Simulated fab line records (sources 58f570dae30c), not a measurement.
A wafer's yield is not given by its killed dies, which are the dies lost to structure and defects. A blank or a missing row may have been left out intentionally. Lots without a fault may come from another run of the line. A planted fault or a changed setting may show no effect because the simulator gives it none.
What tool caused it? | flow berkeley cmos170 | 14 lots with 42 wafers sampled at 6 steps, on a route of 331 steps

== WHAT EACH GAUGE READ, for each wafer ==
UCB170_CONTACT_OVL_MEAS_16.
lot  | measured     | on         | CONTACT_OVL (nm)
L708 | day 7 06:59  | overlay-02 | 5 8 3
L706 | day 7 07:38  | overlay-01 | -1 -1 -1
L705 | day 7 07:56  | overlay-01 | -2 2 -4
L710 | day 8 07:32  | overlay-01 | -4 -2 3
L711 | day 8 07:04  | overlay-02 | -1 -13 5
L712 | day 8 11:38  | overlay-01 | 8 -1 1
L713 | day 8 11:55  | overlay-02 | -4 -9 -5
L714 | day 9 01:13  | overlay-02 | 2 5 6
L719 | day 10 03:03 | overlay-02 | -1 -1 5
L720 | day 10 03:55 | overlay-01 | -7 -2 -10
L717 | day 10 05:05 | overlay-01 | 5 -1 4
L722 | day 10 15:23 | overlay-02 | -2 -6 -1
L726 | day 11 05:48 | overlay-02 | -6 1 -7
L728 | day 11 19:34 | overlay-01 | -2 4 -4

UCB170_M1_RS_MEAS_01: uses a four-point probe to measure.
lot  | measured     | on            | M1_AL_RS (ohm/sq)
L708 | day 7 07:39  | film metro-01 | 0.0492 0.0494 0.0497
L706 | day 7 08:17  | film metro-02 | 0.0487 0.0485 0.0486
L705 | day 7 08:35  | film metro-01 | 0.0494 0.0492 0.0490
L710 | day 8 08:13  | film metro-01 | 0.0480 0.0486 0.0477
L711 | day 8 07:46  | film metro-02 | 0.0486 0.0495 0.0490
L712 | day 8 12:19  | film metro-02 | 0.0492 0.0488 0.0495
L713 | day 8 12:37  | film metro-04 | 0.0484 0.0500 0.0489
L714 | day 9 01:53  | film metro-01 | 0.0487 0.0485 0.0501
L719 | day 10 03:43 | film metro-04 | 0.0486 0.0486 0.0486
L720 | day 10 05:22 | film metro-04 | 0.0486 0.0484 0.0488
L717 | day 10 05:48 | film metro-01 | 0.0388 0.0391 0.0391
L722 | day 10 16:05 | film metro-04 | 0.0389 0.0392 0.0394
L726 | day 11 06:30 | film metro-01 | 0.0494 0.0487 0.0482
L728 | day 11 20:17 | film metro-01 | 0.0481 0.0481 0.0482

UCB170_M1_THK_MEAS_02: measures by xrf.
lot  | measured     | on            | M1_AL_THK (nm)
L708 | day 7 07:46  | film metro-01 | 596 594 590
L706 | day 7 08:25  | film metro-02 | 600 602 602
L705 | day 7 08:43  | film metro-01 | 594 593 595
L710 | day 8 08:20  | film metro-01 | 606 596 608
L711 | day 8 07:52  | film metro-02 | 599 589 598
L712 | day 8 12:26  | film metro-02 | 593 599 592
L713 | day 8 12:43  | film metro-04 | 597 579 591
L714 | day 9 02:00  | film metro-01 | 598 602 581
L719 | day 10 03:50 | film metro-04 | 588 590 593
L720 | day 10 05:29 | film metro-04 | 596 594 585
L717 | day 10 05:55 | film metro-01 | 750 747 747
L722 | day 10 16:13 | film metro-04 | 738 734 729
L726 | day 11 06:35 | film metro-01 | 591 596 603
L728 | day 11 20:25 | film metro-01 | 604 609 603

UCB170_M1_OVL_MEAS_10.
lot  | measured     | on         | M1_OVL (nm)
L708 | day 7 10:24  | overlay-02 | -9 1 -4
L706 | day 7 10:35  | overlay-01 | 1 -6 -5
L705 | day 7 11:13  | overlay-02 | -12 -11 -5
L710 | day 8 09:33  | overlay-01 | 1 8 9
L711 | day 8 09:01  | overlay-01 | 1 -4 7
L712 | day 8 13:35  | overlay-01 | 1 1 0
L713 | day 8 13:52  | overlay-02 | -2 0 3
L714 | day 9 03:08  | overlay-01 | 3 5 1
L719 | day 10 05:14 | overlay-02 | 1 -1 1
L720 | day 10 06:40 | overlay-01 | 0 0 0
L717 | day 10 07:03 | overlay-02 | 8 5 5
L722 | day 10 17:22 | overlay-01 | 4 8 2
L726 | day 11 07:36 | overlay-02 | -1 -5 2
L728 | day 11 21:31 | overlay-02 | 1 4 2

== WHICH TOOL RAN EACH LOT (tool, then ch and the chambers of the sampled wafers, then the start) ==
lot  | UCB170_SDANNEAL_RTA_01           | UCB170_M1_SPUTTER_00
L708 | rtp anneal-02 ch 0, day 7 01:26  | pvd sputter-01, day 7 07:34
L706 | rtp anneal-01 ch 0, day 7 01:35  | pvd sputter-04, day 7 08:14
L705 | rtp anneal-02 ch 0, day 7 01:44  | pvd sputter-01, day 7 08:32
L710 | rtp anneal-02 ch 0, day 8 01:50  | pvd sputter-03, day 8 08:09
L711 | rtp anneal-01 ch 0, day 8 02:03  | pvd sputter-01, day 8 07:40
L712 | rtp anneal-02 ch 0, day 8 05:44  | pvd sputter-01, day 8 12:15
L713 | rtp anneal-02 ch 0, day 8 06:12  | pvd sputter-03, day 8 12:32
L714 | rtp anneal-01 ch 0, day 8 18:52  | pvd sputter-03, day 9 01:49
L719 | rtp anneal-01 ch 0, day 9 22:19  | pvd sputter-01, day 10 03:39
L720 | rtp anneal-02 ch 0, day 9 22:42  | pvd sputter-03, day 10 05:19
L717 | rtp anneal-02 ch 0, day 9 23:19  | pvd sputter-01, day 10 05:43
L722 | rtp anneal-01 ch 0, day 10 10:31 | pvd sputter-01, day 10 16:02
L726 | rtp anneal-02 ch 0, day 11 00:35 | pvd sputter-03, day 11 06:23
L728 | rtp anneal-01 ch 0, day 11 14:35 | pvd sputter-03, day 11 20:14
- UCB170_SDANNEAL_RTA_01: time 5 s.
- UCB170_M1_SPUTTER_00: material Al, target thk 600 nm, time 80 s.

== WHAT THE TOOLS THEMSELVES READ (means of the sampled wafers that have a number; where no wafer has one, the mark that the record gives instead) ==
UCB170_SDANNEAL_RTA_01.
lot  | tool          | lamp power pct (%) | wafer_temp_C_max
L708 | rtp anneal-02 | 39.2               | 1055.4
L706 | rtp anneal-01 | 36.5               | 1053.7
L705 | rtp anneal-02 | 39.2               | 1055.9
L710 | rtp anneal-02 | 39.1               | 1055.0
L711 | rtp anneal-01 | 36.5               | 1055.2
L712 | rtp anneal-02 | 39.2               | 1054.9
L713 | rtp anneal-02 | 39.2               | 1055.1
L714 | rtp anneal-01 | 36.5               | 1054.4
L719 | rtp anneal-01 | 36.5               | 1053.9
L720 | rtp anneal-02 | 39.2               | 1055.6
L717 | rtp anneal-02 | 39.2               | 1055.3
L722 | rtp anneal-01 | 36.5               | 1054.5
L726 | rtp anneal-02 | 39.2               | 1055.8
L728 | rtp anneal-01 | 36.6               | 1055.1

UCB170_M1_SPUTTER_00.
lot  | tool           | throttle valve pct (%)
L708 | pvd sputter-01 | 29.7
L706 | pvd sputter-04 | 30.2
L705 | pvd sputter-01 | 29.6
L710 | pvd sputter-03 | 30.2
L711 | pvd sputter-01 | 29.3
L712 | pvd sputter-01 | 29.0
L713 | pvd sputter-03 | 29.6
L714 | pvd sputter-03 | 29.9
L719 | pvd sputter-01 | 29.7
L720 | pvd sputter-03 | 29.6
L717 | pvd sputter-01 | 29.8
L722 | pvd sputter-01 | 28.5
L726 | pvd sputter-03 | 30.0
L728 | pvd sputter-03 | 29.5

== THE ANSWER, worked out from the rows above alone ==
Rule: usual is defined by the lots themselves. The widest of any qualifying gaps counts: lots, ordered by their means at a reading, are off when they make up no more than a third of the lots, leave a main group of 4 or more, and stand apart from it by 3 or more times the standard deviation of that group's means. If all means in a main group match to the digits the tables above print for the reading, that group is not used. A lot without any number at a reading at which 4 lots or more have one is off too. The other lots that the step has rows for count as sound. Order of review: gauges by route order, followed by the tools' own readings, for which a lot's mean as printed above is used. At the first step where some lot is off, the reading lying furthest off is the one used; lots without a number count as furthest.
Off: L717, L722, seen at UCB170_M1_RS_MEAS_01 (M1_AL_RS). Mean 0.0488 ohm/sq and standard deviation 0.00041 in the main group.
A tool fits if, at a process step before that reading, it ran every lot that is off, and no sound lot after the first of them. Gauges at UCB170_M1_RS_MEAS_01: tried the same way as those tools. One fits: UCB170_M1_SPUTTER_00 on pvd sputter-01. A fault onset in the window from L719 (day 10 03:39, its last sound lot) to L717 (day 10 05:43, its first lot off) fits.

== WHAT HAD BEEN PUT IN BY THE SIMULATOR ==
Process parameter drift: pvd sputter-01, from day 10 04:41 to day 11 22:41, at UCB170_M1_SPUTTER_00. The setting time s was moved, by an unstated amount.
Struck lots among those shown: L717, L722. The same result came from the rule above.
